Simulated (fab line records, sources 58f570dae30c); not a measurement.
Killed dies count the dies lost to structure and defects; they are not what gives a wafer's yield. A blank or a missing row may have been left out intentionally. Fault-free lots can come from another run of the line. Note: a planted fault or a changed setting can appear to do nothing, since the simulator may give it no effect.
Which tool is to blame? || flow berkeley cmos170 || Sampling: 7 lots, 21 wafers, 2 of 331 route steps

== WHAT THE GAUGES SHOWED, per wafer ==
UCB170_GATE_THK_MEAS_02.
{"lot": "L882", "measured": "day 7 03:18", "on": "film metro-03", "GATE_OXIDE_THK (nm)": "6.71 6.67 6.78"}
{"lot": "L885", "measured": "day 7 14:32", "on": "film metro-02", "GATE_OXIDE_THK (nm)": "6.44 6.59 6.60"}
{"lot": "L887", "measured": "day 8 03:36", "on": "film metro-04", "GATE_OXIDE_THK (nm)": "6.67 6.75 6.82"}
{"lot": "L891", "measured": "day 8 23:44", "on": "film metro-04", "GATE_OXIDE_THK (nm)": "5.14 5.23 5.40"}
{"lot": "L893", "measured": "day 8 23:44", "on": "film metro-02", "GATE_OXIDE_THK (nm)": "5.45 5.47 5.47"}
{"lot": "L895", "measured": "day 9 10:31", "on": "film metro-02", "GATE_OXIDE_THK (nm)": "6.95 6.99 7.01"}
{"lot": "L897", "measured": "day 9 22:43", "on": "film metro-03", "GATE_OXIDE_THK (nm)": "6.34 6.37 6.51"}

== TOOL THAT RAN EACH LOT (tool first, then ch and the chambers of the sampled wafers, then the start) ==
{"lot": "L882", "UCB170_GATE_OXIDATION_01": "furnace-04 ch 0, day 7 01:47"}
{"lot": "L885", "UCB170_GATE_OXIDATION_01": "furnace-04 ch 0, day 7 13:02"}
{"lot": "L887", "UCB170_GATE_OXIDATION_01": "furnace-01 ch 0, day 8 02:05"}
{"lot": "L891", "UCB170_GATE_OXIDATION_01": "furnace-02 ch 0, day 8 22:13"}
{"lot": "L893", "UCB170_GATE_OXIDATION_01": "furnace-02 ch 0, day 8 22:13"}
{"lot": "L895", "UCB170_GATE_OXIDATION_01": "furnace-01 ch 0, day 9 09:01"}
{"lot": "L897", "UCB170_GATE_OXIDATION_01": "furnace-04 ch 0, day 9 21:05"}
- UCB170_GATE_OXIDATION_01: target thk 6.6 nm, ox time 1800 s.

== THE ANSWER, worked out from the rows above alone ==
Rule: the lots themselves supply what counts as usual. The widest of any qualifying gaps counts: lots, ordered by their means at a reading, are off when they make up no more than a third of the lots, leave a main group of 4 or more, and stand apart from it by 3 or more times the standard deviation of that group's means. A main group is skipped when, at the precision printed for the reading in the tables above, its means are all equal. Also off: a lot with no number at a reading for which 4 or more lots have one. Where the step has rows for the other lots, those lots are counted as sound.
Off: L891, L893, at UCB170_GATE_THK_MEAS_02 (GATE_OXIDE_THK). For the main group the mean is 6.68 nm and the standard deviation 0.2.
If a tool, at a process step before that reading, ran all the lots that are off and no sound lot after the first of them, it fits. Gauges at UCB170_GATE_THK_MEAS_02: tried the same way as those tools. One fits: furnace-02 at UCB170_GATE_OXIDATION_01. It ran no sound lot before its first lot that is off in this sample, so the start can't be narrowed down.

== WHAT THE SIMULATOR HAD PUT IN ==
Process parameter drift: furnace-02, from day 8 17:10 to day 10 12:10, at UCB170_GATE_OXIDATION_01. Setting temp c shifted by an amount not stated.
Struck lots among those shown: L891, L893. This agrees with what the rule above found.
